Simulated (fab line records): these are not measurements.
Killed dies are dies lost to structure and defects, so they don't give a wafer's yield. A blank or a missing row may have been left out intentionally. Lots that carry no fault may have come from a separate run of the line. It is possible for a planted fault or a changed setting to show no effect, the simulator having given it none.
Which tool did it? + flow rit cmos + Sampling: 7 lots, 21 wafers, 2 of 202 route steps

WHAT THE GAUGES SHOWED, per wafer
RIT_GATE_THK_MEAS_09.
| lot  | measured    | on            | GATE_POLY_THK (nm) |
|------|-------------|---------------|--------------------|
| L154 | day 2 22:08 | film metro-01 | 251.5 249.6 251.9  |
| L156 | day 3 08:43 | film metro-04 | 254.2 255.6 255.3  |
| L158 | day 3 18:14 | film metro-02 | 249.1 246.6 250.0  |
| L160 | day 4 03:33 | film metro-02 | 249.4 247.7 250.9  |
| L163 | day 4 18:13 | film metro-02 | 256.5 256.7 256.5  |
| L165 | day 5 04:07 | film metro-02 | 383.5 382.5 384.3  |
| L167 | day 5 15:34 | film metro-04 | 251.1 249.0 248.6  |

WHAT TOOL EACH LOT RAN ON (gives the tool, then ch and the chambers of the sampled wafers, and finally the start)
| lot  | RIT_GATE_CVD_08            |
|------|----------------------------|
| L154 | lpcvd-02 ch 0, day 2 20:31 |
| L156 | lpcvd-01 ch 1, day 3 07:05 |
| L158 | lpcvd-02 ch 1, day 3 16:37 |
| L160 | lpcvd-02 ch 1, day 4 01:56 |
| L163 | lpcvd-01 ch 0, day 4 16:35 |
| L165 | lpcvd-01 ch 1, day 5 02:26 |
| L167 | lpcvd-02 ch 1, day 5 13:56 |
- RIT_GATE_CVD_08: deposits poly-Si from SiH4, target thk 250 nm, time 2220 s.

THE ANSWER, worked out from the rows above alone
Rule: usual is defined by the lots themselves. The widest of any qualifying gaps counts: lots, ordered by their means at a reading, are off when they make up no more than a third of the lots, leave a main group of 4 or more, and stand apart from it by 3 or more times the standard deviation of that group's means. The tables above print the reading to a certain number of digits; a main group whose means all agree to those digits is not used. Also off: a lot with no number at a reading for which 4 or more lots have one. Any other lot the step has rows for is counted as sound.
Off: at RIT_GATE_THK_MEAS_09 (GATE_POLY_THK), L165. The main group: mean 251.7 nm, standard deviation 3.
If a tool, at a process step before that reading, ran all the lots that are off and no sound lot after the first of them, it fits. The gauges at RIT_GATE_THK_MEAS_09 are tried like those tools. 2 tools fit, lpcvd-01 at RIT_GATE_CVD_08 and film metro-02 at RIT_GATE_THK_MEAS_09, so this cannot tell which one it is.

WHAT THE SIMULATOR HAD PUT IN
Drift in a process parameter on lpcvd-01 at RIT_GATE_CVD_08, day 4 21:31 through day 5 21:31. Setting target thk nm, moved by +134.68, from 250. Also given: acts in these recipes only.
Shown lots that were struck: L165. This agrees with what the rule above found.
